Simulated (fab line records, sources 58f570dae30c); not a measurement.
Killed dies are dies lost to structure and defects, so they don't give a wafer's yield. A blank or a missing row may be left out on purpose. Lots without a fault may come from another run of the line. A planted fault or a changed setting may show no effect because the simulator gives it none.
Chamber matching | flow berkeley_cmos170 | UCB170_BACKSIDE_CLEAN_04 on wet_bench-01: 3 sister chambers
The step cleans in SPM, time 600 s. 3 wafers are shown with their chamber, then 4 later ones without.

WAFERS WITH THEIR CHAMBER
wafer  | chamber | bath_heat_duty_pct (%)
L783.6 | 2       | 13.5
L789.6 | 3       | 13.6
L798.5 | 1       | 13.7

WAFERS WITHOUT THEIR CHAMBER
wafer  | bath_heat_duty_pct (%)
L798.6 | 12.6
L802.2 | 14.5
L802.3 | 13.6
L802.5 | 13.3

WHICH CHAMBER EACH WENT THROUGH
wafer  | from the rows above          | in truth
L798.6 | can't be placed: 2 or 3 or 1 | 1
L802.2 | can't be placed: 1 or 3 or 2 | 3
L802.3 | can't be placed: 3 or 1 or 2 | 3
L802.5 | can't be placed: 2 or 3 or 1 | 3
Placed correctly: 0 of 4. Can't be placed from these rows: 4 (the true chamber is among the candidates in 4). Placed wrongly: 0.
How it was worked out, from the rows above alone: a wafer's distance from a chamber is the root of the sum, over the readings, of the square of ((its reading less the chamber's mean) divided by the reading's scatter). The wafer belongs to the nearest chamber; if the next one is less than 2 further off, it can't be placed. A chamber's mean is the mean of its shown wafers. The scatter: with one shown wafer a chamber, the root of the mean of the squares of how far each hidden wafer lies from its nearest shown one.
